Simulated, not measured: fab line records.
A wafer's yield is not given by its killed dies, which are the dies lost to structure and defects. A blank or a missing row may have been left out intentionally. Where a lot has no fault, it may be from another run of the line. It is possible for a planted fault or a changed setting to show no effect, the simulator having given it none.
Check for tools in common :: flow berkeley cmos170 :: Sample size 11 lots and 33 wafers

REASON FOR OPENING
On 2 of the 11 lots, a flag is raised at UCB170_M1_CD_MEAS_09 on the reading cd nm. Fault-free wafers read 700.4 nm, with a standard deviation of 1.3.
Rule: a lot is flagged in two cases, either no wafer of it has a number, or all its wafers with numbers fall more than 4 standard deviations from that mean. The other lots count as sound.

lot: L424
measured: day 7 22:58
on: cd sem-01
cd nm (nm), wafer by wafer: 699.4 699.5 699.2
flag: 

lot: L423
measured: day 8 00:27
on: cd sem-01
cd nm (nm), wafer by wafer: 699.9 702.5 702.4
flag: 

lot: L425
measured: day 8 03:02
on: cd sem-01
cd nm (nm), wafer by wafer: 697.6 697.8 696.7
flag: 

lot: L427
measured: day 8 08:07
on: cd sem-01
cd nm (nm), wafer by wafer: 700.9 701.5 701.5
flag: 

lot: L426
measured: day 8 09:18
on: cd sem-02
cd nm (nm), wafer by wafer: 700.7 700.1 699.9
flag: 

lot: L428
measured: day 8 11:01
on: cd sem-01
cd nm (nm), wafer by wafer: 699.6 700.0 699.3
flag: 

lot: L430
measured: day 8 11:04
on: cd sem-02
cd nm (nm), wafer by wafer: 700.4 698.6 699.9
flag: 

lot: L429
measured: day 8 17:21
on: cd sem-01
cd nm (nm), wafer by wafer: 700.2 701.0 701.0
flag: 

lot: L440
measured: day 11 05:41
on: cd sem-01
cd nm (nm), wafer by wafer: 675.7 675.9 676.7
flag: FLAGGED

lot: L442
measured: day 12 01:41
on: cd sem-01
cd nm (nm), wafer by wafer: 677.8 676.9 675.7
flag: FLAGGED

lot: L446
measured: day 12 14:58
on: cd sem-01
cd nm (nm), wafer by wafer: 701.1 700.8 700.4
flag: 
The mean of the flagged lots' numbers is 676.5 nm, -23.9 nm from the usual (-18 standard deviations).

LOT BY LOT: THE TOOL USED
Before the reading, the record contains 2 process steps out of a 331-step route. Cell contents, in order: the tool; ch with the chambers the sampled wafers went through; the start.
lot: L424
flag: 
UCB170_NVT_STRIP_08: plasma asher-03 ch 0,1, day 6 00:18
UCB170_M1_COAT_04: litho track-04 ch 0, day 7 22:00

lot: L423
flag: 
UCB170_NVT_STRIP_08: plasma asher-04 ch 0,1, day 6 00:02
UCB170_M1_COAT_04: litho track-03 ch 0, day 7 23:00

lot: L425
flag: 
UCB170_NVT_STRIP_08: plasma asher-01 ch 0,1, day 6 18:29
UCB170_M1_COAT_04: litho track-04 ch 0, day 8 02:00

lot: L427
flag: 
UCB170_NVT_STRIP_08: plasma asher-01 ch 0,1, day 6 18:47
UCB170_M1_COAT_04: litho track-03 ch 0, day 8 07:00

lot: L426
flag: 
UCB170_NVT_STRIP_08: plasma asher-03 ch 0,1, day 6 18:41
UCB170_M1_COAT_04: litho track-01 ch 0, day 8 08:00

lot: L428
flag: 
UCB170_NVT_STRIP_08: plasma asher-04 ch 1, day 7 01:01
UCB170_M1_COAT_04: litho track-03 ch 0, day 8 10:00

lot: L430
flag: 
UCB170_NVT_STRIP_08: plasma asher-03 ch 0,1, day 7 05:53
UCB170_M1_COAT_04: litho track-01 ch 0, day 8 09:00

lot: L429
flag: 
UCB170_NVT_STRIP_08: plasma asher-01 ch 0,1, day 7 06:08
UCB170_M1_COAT_04: litho track-04 ch 0, day 8 16:00

lot: L440
flag: FLAGGED
UCB170_NVT_STRIP_08: plasma asher-03 ch 0,1, day 9 14:29
UCB170_M1_COAT_04: litho track-01 ch 0, day 11 04:00

lot: L442
flag: FLAGGED
UCB170_NVT_STRIP_08: plasma asher-03 ch 0,1, day 10 09:15
UCB170_M1_COAT_04: litho track-01 ch 0, day 12 00:00

lot: L446
flag: 
UCB170_NVT_STRIP_08: plasma asher-03 ch 0,1, day 10 20:34
UCB170_M1_COAT_04: litho track-04 ch 0, day 12 14:00
What is done by these steps:
- UCB170_NVT_STRIP_08: strips in O2.
- UCB170_M1_COAT_04: resist thk 900 nm.
- UCB170_M1_CD_MEAS_09: target cd 700 nm.

FLAGGED AGAINST TOTAL, ONE TOOL AT A TIME (gauges that did the reading follow at the end)
step: UCB170_NVT_STRIP_08
tool: plasma asher-01
lots run: 3
flagged: 0
share of the flagged lots: none
sound lots run after its first flagged lot: -

step: UCB170_NVT_STRIP_08
tool: plasma asher-03
lots run: 6
flagged: 2
share of the flagged lots: all
sound lots run after its first flagged lot: 1 (L446)

step: UCB170_NVT_STRIP_08
tool: plasma asher-04
lots run: 2
flagged: 0
share of the flagged lots: none
sound lots run after its first flagged lot: -

step: UCB170_M1_COAT_04
tool: litho track-01
lots run: 4
flagged: 2
share of the flagged lots: all
sound lots run after its first flagged lot: 0

step: UCB170_M1_COAT_04
tool: litho track-03
lots run: 3
flagged: 0
share of the flagged lots: none
sound lots run after its first flagged lot: -

step: UCB170_M1_COAT_04
tool: litho track-04
lots run: 4
flagged: 0
share of the flagged lots: none
sound lots run after its first flagged lot: -

step: UCB170_M1_CD_MEAS_09
tool: cd sem-01
lots run: 9
flagged: 2
share of the flagged lots: all
sound lots run after its first flagged lot: 1 (L446)

step: UCB170_M1_CD_MEAS_09
tool: cd sem-02
lots run: 2
flagged: 0
share of the flagged lots: none
sound lots run after its first flagged lot: -

WHAT IS ALLOWED BY THE TABLE
In the table, 3 rows ran each flagged lot (plasma asher-03 at UCB170_NVT_STRIP_08; litho track-01 at UCB170_M1_COAT_04; cd sem-01 at UCB170_M1_CD_MEAS_09).
- plasma asher-03 at UCB170_NVT_STRIP_08: 2 of its 6 lots flagged. After the first flagged lot (L446), sound lots still ran on it; a lasting fault on the whole tool would not permit that.
- litho track-01 at UCB170_M1_COAT_04: 2 of its 4 lots flagged. It ran its last sound lot, L430, at day 8 09:00 and its first flagged lot, L440, at day 11 04:00: a fault with its onset between the two fits.
- cd sem-01 at UCB170_M1_CD_MEAS_09: 2 of its 9 lots flagged. After the first flagged lot (L446), sound lots still ran on it; a lasting fault on the whole tool would not permit that.
Left over: one tool, litho track-01 at UCB170_M1_COAT_04.

WHAT THE SIMULATOR PUT IN
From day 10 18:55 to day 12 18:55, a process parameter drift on litho track-01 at UCB170_M1_COAT_04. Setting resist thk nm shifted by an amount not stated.
Shown lots that were struck: L440, L442. This agrees with what the rule above found.
